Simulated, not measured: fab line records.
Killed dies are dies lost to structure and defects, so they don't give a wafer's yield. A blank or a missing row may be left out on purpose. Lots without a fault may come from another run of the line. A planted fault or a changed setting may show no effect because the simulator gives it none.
The tool behind it: which one?	flow berkeley cmos170	18 wafers from 6 lots sampled at 2 of the route's 331 steps

## WHAT THE GAUGES SHOWED, per wafer
UCB170_GATE_OVL_MEAS_13.
lot	measured	on	GATE_OVL (nm)
L278	day 6 01:02	overlay-01	1 12 5
L280	day 6 12:43	overlay-01	-1 -5 -11
L283	day 7 05:09	overlay-01	-4 3 1
L292	day 8 21:49	overlay-01	-131 -126 -126
L296	day 9 23:59	overlay-01	1 -5 8
L299	day 11 05:32	overlay-02	2 2 -1

## WHICH TOOL RAN EACH LOT (tool, then ch and the chambers of the sampled wafers, then the start)
lot	UCB170_GATE_EXPOSE_09
L278	krf scanner-02 ch 0, day 6 00:33
L280	krf scanner-01 ch 0, day 6 12:04
L283	krf scanner-02 ch 0, day 7 04:39
L292	krf scanner-01 ch 0, day 8 21:18
L296	krf scanner-02 ch 0, day 9 23:30
L299	krf scanner-02 ch 0, day 11 05:01
- UCB170_GATE_EXPOSE_09: exposes mask POLY, target cd 350 nm.

## THE ANSWER, worked out from the rows above alone
Rule: the usual values come from the lots themselves. Put in order of their means at a reading, lots are off if they are a third of the lots or fewer, leave a main group of 4 or more, and stand apart from it by a gap of 3 or more times the standard deviation of the main group's means; of several such gaps the widest counts. The tables above print the reading to a certain number of digits; a main group whose means all agree to those digits is not used. Also off: a lot with no number at a reading for which 4 or more lots have one. Any other lot the step has rows for is counted as sound.
Off: at UCB170_GATE_OVL_MEAS_13 (GATE_OVL), L292. The main group has a mean of 1 nm with a standard deviation of 3.7.
A tool fits if, at a process step before that reading, it ran every lot that is off, and no sound lot after the first of them. The gauges at UCB170_GATE_OVL_MEAS_13 are tried like those tools. One fits: UCB170_GATE_EXPOSE_09 on krf scanner-01. Its last sound lot is L280 (day 6 12:04), its first lot that is off L292 (day 8 21:18): a fault that began between those two fits.

## WHAT THE SIMULATOR PUT IN
Scanner matching overlay: krf scanner-01, from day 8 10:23 on, at UCB170_GATE_EXPOSE_09. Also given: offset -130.
Lots struck among those shown: L292. The same result came from the rule above.
